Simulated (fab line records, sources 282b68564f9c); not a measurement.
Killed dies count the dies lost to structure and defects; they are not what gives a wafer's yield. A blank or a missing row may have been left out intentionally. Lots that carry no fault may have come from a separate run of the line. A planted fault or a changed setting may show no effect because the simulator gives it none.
The tool behind it: which one? + flow rit_cmos + 42 wafers sampled from 14 lots at 1 step of a route of 202

WHAT EACH GAUGE READ, for each wafer
The record holds no reading of a measuring or inspecting step that can be judged against a usual standard deviation.

TOOL THAT RAN EACH LOT (tool first, then ch and the chambers of the sampled wafers, then the start)
| lot  | RIT_PWELL_DEVELOP_05             |
|------|----------------------------------|
| L598 | litho_track-02 ch 0, day 1 22:00 |
| L600 | litho_track-01 ch 0, day 2 09:00 |
| L601 | litho_track-01 ch 0, day 2 13:00 |
| L603 | litho_track-01 ch 0, day 2 22:00 |
| L604 | litho_track-01 ch 0, day 3 04:00 |
| L605 | litho_track-01 ch 0, day 3 10:00 |
| L609 | litho_track-04, day 4 08:00      |
| L610 | litho_track-01, day 4 17:00      |
| L614 | litho_track-01 ch 0, day 5 08:00 |
| L616 | litho_track-04 ch 0, day 5 17:00 |
| L617 | litho_track-02 ch 0, day 5 20:00 |
| L618 | litho_track-01 ch 0, day 6 02:00 |
| L619 | litho_track-02 ch 0, day 6 06:00 |
| L620 | litho_track-04 ch 0, day 6 13:00 |
- RIT_PWELL_DEVELOP_05: develop time 68 s.

WHAT THE TOOLS THEMSELVES READ (means of the sampled wafers that have a number; where no wafer has one, the mark that the record gives instead)
RIT_PWELL_DEVELOP_05.
| lot  | tool           | chill_plate_temp_C (C) |
|------|----------------|------------------------|
| L598 | litho_track-02 | 22.96                  |
| L600 | litho_track-01 | 23.01                  |
| L601 | litho_track-01 | 23.05                  |
| L603 | litho_track-01 | 22.88                  |
| L604 | litho_track-01 | 22.94                  |
| L605 | litho_track-01 | 23.03                  |
| L609 | litho_track-04 | -                      |
| L610 | litho_track-01 | -                      |
| L614 | litho_track-01 | 22.98                  |
| L616 | litho_track-04 | 22.86                  |
| L617 | litho_track-02 | 23.00                  |
| L618 | litho_track-01 | 22.92                  |
| L619 | litho_track-02 | 23.07                  |
| L620 | litho_track-04 | 22.83                  |

THE ANSWER, worked out from the rows above alone
Rule: usual is defined by the lots themselves. The widest of any qualifying gaps counts: lots, ordered by their means at a reading, are off when they make up no more than a third of the lots, leave a main group of 4 or more, and stand apart from it by 3 or more times the standard deviation of that group's means. A main group is skipped when, at the precision printed for the reading in the tables above, its means are all equal. Also off: a lot with no number at a reading for which 4 or more lots have one. Where the step has rows for the other lots, those lots are counted as sound. First the gauges in route order, then the tools' own readings, where a lot's mean is used as printed above. The first step at which some lot is off is used, and at that step the reading that is off furthest; a lot without a number counts as furthest.
Off, at RIT_PWELL_DEVELOP_05 on chill_plate_temp_C: L609, L610. Without a number there: L609, L610. Mean 22.96 C and standard deviation 0.074 in the main group.
A tool fits if, at that step or a process step before it, it ran every lot that is off, and no sound lot after the first of them. No candidate that was tried fits.

WHAT THE SIMULATOR HAD PUT IN
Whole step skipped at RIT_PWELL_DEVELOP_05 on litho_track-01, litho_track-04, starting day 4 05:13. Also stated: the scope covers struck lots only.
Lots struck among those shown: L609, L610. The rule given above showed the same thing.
